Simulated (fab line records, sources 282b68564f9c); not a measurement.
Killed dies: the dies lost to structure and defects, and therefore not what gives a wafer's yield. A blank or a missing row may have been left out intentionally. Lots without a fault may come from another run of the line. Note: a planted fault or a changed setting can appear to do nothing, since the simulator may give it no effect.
fab line records + flow rit-cmos
record
- lots=14
- wafers=42
- last-day=8
route steps=202 shown NWELL@29 PWELL@49 M1@202
lots that met no fault: from a run of the same line without faults
start-h: the number of hours between the record's first day and the start of the first shown wafer of the lot + wait-h: time in hours since the lot's previous step + " as in the row above + L1.1+2: one row covering several wafers at once + - no value present, or no start provided + * or withheld: withheld + < > ~ a bound
route shown NAME@n: NAME is a module with steps in the file, n the number in the route of the first one + usual: mean/standard deviation of fault-free wafers + same: alike in all rows + chamber/n: place in a boat + sites: the reading at each site + _std_site: standard deviation of those values + _edge_site: outer sites' mean less inner sites' + radius-mm: for every site, how far away it sits from the centre of the wafer + mask NAME#n: copy n + behind: the last tool/chamber to shape the wafer + hold: cause of the lot's hold/its duration in hours/its outcome + device: the n, p or np transistor that did not switch + end of line: tests run on the same wafers once the route is complete + where a step has no rows: the recipe by itself + killed: at the first sort, the dies lost to defects and structure; wafer yield is something else + map: per-die view of a wafer (x killed, . not killed, _ where there is no die)
set.NAME: setting as actually run; set.NAME@STEP: the setting as run at that earlier step + model.NAME: the simulator's own value behind a step, which no gauge read
the route's steps for a sample of lots (tables are steps, rows are wafers)
## steps
# step RIT_NWELL_COAT_01
# recipe
- resist=NOVOLAK
- spin-rpm=2000
- resist-thk-nm=1300
# usual
- chill-plate-temp-C=23.02/0.096
| lot.wafer | tool           | chamber | start-h | wait-h | chill-plate-temp-C |
|-----------|----------------|---------|---------|--------|--------------------|
| L683.1    | litho-track-03 | 0       | 28.26   | 0.1    | 23.06              |
| L683.2    | "              | 0       | "       | "      | 22.99              |
| L683.6    | "              | 0       | "       | "      | 23.07              |
| L684.2    | litho-track-01 | 0       | 30.16   | 0.1    | 22.87              |
| L684.4    | "              | 0       | "       | "      | 23.02              |
| L684.6    | "              | 0       | "       | "      | 22.83              |
| L687.1    | litho-track-03 | 0       | 47.95   | 0.1    | 22.86              |
| L687.2    | "              | 0       | "       | "      | 22.92              |
| L687.6    | "              | 0       | "       | "      | 22.89              |
| L691.2    | litho-track-03 | 0       | 61.82   | 0.1    | 23.03              |
| L691.3    | "              | 0       | "       | "      | 23.10              |
| L691.4    | "              | 0       | "       | "      | 22.90              |
| L693.1    | litho-track-03 | 0       | 70.65   | 0.1    | 22.93              |
| L693.2    | "              | 0       | "       | "      | 23.00              |
| L693.6    | "              | 0       | "       | "      | 22.90              |
| L696.4    | litho-track-01 | 0       | 86.40   | 0.1    | 22.96              |
| L696.5    | "              | 0       | "       | "      | 23.05              |
| L696.6    | "              | 0       | "       | "      | 22.96              |
| L697.1    | litho-track-01 | 0       | 92.28   | 0.1    | 23.10              |
| L697.2    | "              | 0       | "       | "      | 23.14              |
| L697.6    | "              | 0       | "       | "      | 23.01              |
| L698.1    | litho-track-02 | 0       | 96.12   | 0.1    | 23.05              |
| L698.2    | "              | 0       | "       | "      | 22.90              |
| L698.3    | "              | 0       | "       | "      | 23.01              |
| L699.2    | litho-track-02 | 0       | 100.97  | 0.1    | 22.99              |
| L699.3    | "              | 0       | "       | "      | 23.00              |
| L699.5    | "              | 0       | "       | "      | 22.95              |
| L700.2    | litho-track-02 | 0       | 106.65  | 0.1    | 23.06              |
| L700.5    | "              | 0       | "       | "      | 22.92              |
| L700.6    | "              | 0       | "       | "      | 22.95              |
| L703.1    | litho-track-01 | 0       | 122.35  | 0.1    | 23.01              |
| L703.3    | "              | 0       | "       | "      | 22.94              |
| L703.4    | "              | 0       | "       | "      | 23.06              |
| L704.1    | litho-track-01 | 0       | 130.06  | 0.1    | 23.19              |
| L704.5    | "              | 0       | "       | "      | 23.01              |
| L704.6    | "              | 0       | "       | "      | 23.09              |
| L705.4    | litho-track-03 | 0       | 137.49  | 0.1    | 23.02              |
| L705.5    | "              | 0       | "       | "      | 22.88              |
| L705.6    | "              | 0       | "       | "      | 23.02              |
| L706.1    | litho-track-02 | 0       | 142.86  | 0.1    | 23.00              |
| L706.4    | "              | 0       | "       | "      | 22.94              |
| L706.6    | "              | 0       | "       | "      | 23.11              |
# step RIT_PWELL_TW_MEAS_10
# usual
- PWELL_TW=953/7.2
| lot.wafer | tool          | chamber | start-h | wait-h | PWELL_TW |
|-----------|---------------|---------|---------|--------|----------|
| L683.1    | film-metro-04 | -       | 31.54   | 0.1    | 950      |
| L683.2    | "             | -       | "       | "      | 951      |
| L683.6    | "             | -       | "       | "      | 949      |
| L684.2    | film-metro-02 | -       | 33.25   | 0.1    | 950      |
| L684.4    | "             | -       | "       | "      | 953      |
| L684.6    | "             | -       | "       | "      | 950      |
| L687.1    | film-metro-02 | -       | 51.09   | 0.1    | 956      |
| L687.2    | "             | -       | "       | "      | 955      |
| L687.6    | "             | -       | "       | "      | 953      |
| L691.2    | film-metro-03 | -       | 64.71   | 0.1    | 2031     |
| L691.3    | "             | -       | "       | "      | 2039     |
| L691.4    | "             | -       | "       | "      | 2032     |
| L693.1    | film-metro-02 | -       | 73.82   | 0.1    | 2010     |
| L693.2    | "             | -       | "       | "      | 2002     |
| L693.6    | "             | -       | "       | "      | 2017     |
| L696.4    | film-metro-04 | -       | 89.38   | 0.1    | 944      |
| L696.5    | "             | -       | "       | "      | 944      |
| L696.6    | "             | -       | "       | "      | 942      |
| L697.1    | film-metro-02 | -       | 95.40   | 0.1    | 947      |
| L697.2    | "             | -       | "       | "      | 951      |
| L697.6    | "             | -       | "       | "      | 946      |
| L698.1    | film-metro-04 | -       | 99.15   | 0.1    | 940      |
| L698.2    | "             | -       | "       | "      | 933      |
| L698.3    | "             | -       | "       | "      | 938      |
| L699.2    | film-metro-03 | -       | 104.32  | 0.1    | 953      |
| L699.3    | "             | -       | "       | "      | 950      |
| L699.5    | "             | -       | "       | "      | 952      |
| L700.2    | film-metro-02 | -       | 109.78  | 0.1    | 962      |
| L700.5    | "             | -       | "       | "      | 964      |
| L700.6    | "             | -       | "       | "      | 962      |
| L703.1    | film-metro-04 | -       | 125.61  | 0.1    | 945      |
| L703.3    | "             | -       | "       | "      | 948      |
| L703.4    | "             | -       | "       | "      | 942      |
| L704.1    | film-metro-04 | -       | 133.08  | 0.1    | 943      |
| L704.5    | "             | -       | "       | "      | 945      |
| L704.6    | "             | -       | "       | "      | 947      |
| L705.4    | film-metro-03 | -       | 140.47  | 0.1    | 951      |
| L705.5    | "             | -       | "       | "      | 957      |
| L705.6    | "             | -       | "       | "      | 965      |
| L706.1    | film-metro-02 | -       | 145.88  | 0.1    | 958      |
| L706.4    | "             | -       | "       | "      | 956      |
| L706.6    | "             | -       | "       | "      | 960      |
# step RIT_M1_PROBE_99
# usual
- killed_at_M0_to_M3=0.0/0.12
- killed-at-contacts=0.0/0.2
- killed-at-front-end=7/3
- killed-dies=7/3
- killed-open=3.4/1.8
- killed-short=3.8/2.1
# same
- gross-dies=264
- killed_at_M4_up=0
- killed-at-back-side=0
- killed-at-other=0
| lot.wafer | tool      | chamber | start-h | wait-h | killed_at_M0_to_M3 | killed-at-contacts | killed-at-front-end | killed-dies | killed-open | killed-short |
|-----------|-----------|---------|---------|--------|--------------------|--------------------|---------------------|-------------|-------------|--------------|
| L706.1    | prober-01 | -       | 184.78  | 0.1    | 0                  | 0                  | 8                   | 8           | 3           | 5            |
| L706.4    | prober-01 | -       | 184.93  | 0.2    | 0                  | 1                  | 7                   | 8           | 5           | 3            |
| L706.6    | prober-01 | -       | 185.03  | 0.2    | 0                  | 0                  | 17                  | 17          | 4           | 13           |
# killed by level:class
L706.1 SPACER:geometric-particle:short=2 FOX2:geometric-particle:open=1 FOX2:geometric-particle:short=1 GATE:geometric-particle:open=1 GATE:geometric-particle:short=1 REOX:geometric-particle:short=1 SILICIDE:geometric-particle:open=1
L706.4 REOX:geometric-particle:open=2 SPACER:geometric-particle:open=2 REOX:geometric-particle:short=1 SPACER:geometric-particle:short=1 SILICIDE:geometric-particle:short=1 CONTACT:geometric-particle:open=1
L706.6 GATE:geometric-particle:short=4 FOX1:geometric-particle:short=3 SPACER:geometric-particle:short=3 FOX2:geometric-particle:short=2 FOX1:geometric-particle:open=1 GATE:geometric-particle:open=1 REOX:geometric-particle:open=1 SPACER:geometric-particle:open=1
## key
first-sign
- step=RIT_PWELL_TW_MEAS_10
- reading=PWELL_TW
- direction=up
- sigmas=99+
- usual=953
- struck=2022
effect none on later readings
met-at RIT_NWELL_COAT_01
struck-lots L691,L693
tester-left-out L691,L693
onset-between 47.95 61.82
fault
- kind=process-parameter-drift
- tool=litho-track-03
- chamber=-
- onset-h=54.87
- steps=RIT_NWELL_COAT_01
- channel=resist-thk-nm
- offset=-1040
- shape=step
- end-h=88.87
- acts-in=these-recipes-only
- stated=1300
# tester-left-out: of these lots the tester's yield and bins aren't shown, on N5 and GAA mostly nor the transistor test; their killed dies are dies lost to structure and defects alone, not to doping, threshold or leakage, so they don't give the yield
